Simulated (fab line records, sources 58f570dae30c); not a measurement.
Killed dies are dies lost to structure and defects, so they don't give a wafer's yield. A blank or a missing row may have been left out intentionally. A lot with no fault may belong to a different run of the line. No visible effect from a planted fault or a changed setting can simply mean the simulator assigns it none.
A single fault, viewed from 2 desks | flow berkeley-cmos170 | numbers are kept per desk, each desk with only its own; the story behind them comes last

## AT THE TOOL OWNER'S DESK: furnace-03
The tool's own readings at UCB170_START_OXIDATION_02 (target thk 20 nm, ox time 1800 s): means of the sampled wafers that have a number, for each lot that ran on this tool. A lot is out of limits, marked OUT, if its mean lies more than 4 standard deviations from the usual mean; the brackets give that distance.
Columns: A = zone-power-source-pct at UCB170_START_OXIDATION_02, usual 30.9 %
lot  | first seen here | A
L579 | day 2 08:53     | 28.8
L582 | day 3 00:56     | 28.8
L587 | day 3 23:43     | 29.0
L593 | day 5 06:52     | 28.9
L594 | day 5 12:18     | 29.0
L597 | day 6 02:28     | 28.9
Result from this desk: across the 6 lots, nothing is out of limits.

## THE METROLOGY DESK
What the gauges read, lot by lot, whatever tool the lot ran on: means of the sampled wafers that have a number. A lot is out of limits, marked OUT, if its mean lies more than 4 standard deviations from the usual mean; the brackets give that distance.
Columns: A = START_OXIDE_THK at UCB170_START_THK_MEAS_03, usual 20.1 nm; B = NLDD_OVL at UCB170_NLDD_OVL_MEAS_07, usual -2 nm; C = cd-nm at UCB170_M3_CD_MEAS_90, usual 701 nm
lot  | first seen here | A               | B  | C
L579 | day 2 10:23     | 19.5            | -7 | 699
L580 | day 2 17:35     | 20.9            | -1 | 699
L581 | day 2 22:31     | 19.9            | -6 | 704
L582 | day 3 02:27     | 20.4            | 0  | 699
L583 | day 3 05:49     | 20.3            | -3 | 700
L584 | day 3 12:29     | 20.0            | -6 | 700
L587 | day 4 01:14     | 19.5            | 8  | 700
L588 | day 4 07:16     | 20.5            | -3 | 701
L589 | day 4 11:41     | 20.1            | -7 | 699
L591 | day 4 22:33     | 19.7            | 1  | 708
L593 | day 5 08:23     | 19.4            | -2 | 696
L594 | day 5 13:48     | 21.8 (+4.1) OUT | -8 | 705
L595 | day 5 20:02     | 20.2            | -3 | 704
L597 | day 6 03:58     | 22.0 (+4.4) OUT | 0  | 704
Per this desk, out of limits: L594, L597; the first was L594, day 5 13:48 (START_OXIDE_THK at UCB170_START_THK_MEAS_03). L579, L580, L581, L582, L583, L584, L587, L588, L589, L591, L593, L595: within limits.

## TAKEN TOGETHER
On L594, L597, the metrology desk was in a position to raise an alarm at day 5 13:48.
The desk of the tool owner found nothing out of limits.
The tool owner's desk has L594, L597 on record, within its limits.
All the named lots went through UCB170_START_OXIDATION_02 on furnace-03.

## WHAT HAD BEEN PUT IN BY THE SIMULATOR
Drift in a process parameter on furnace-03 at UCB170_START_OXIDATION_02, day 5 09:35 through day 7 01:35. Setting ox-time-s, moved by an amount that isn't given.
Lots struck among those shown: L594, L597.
Per desk, hours elapsed from the start of the fault to the first reading out of limits: for the metrology desk, 4.
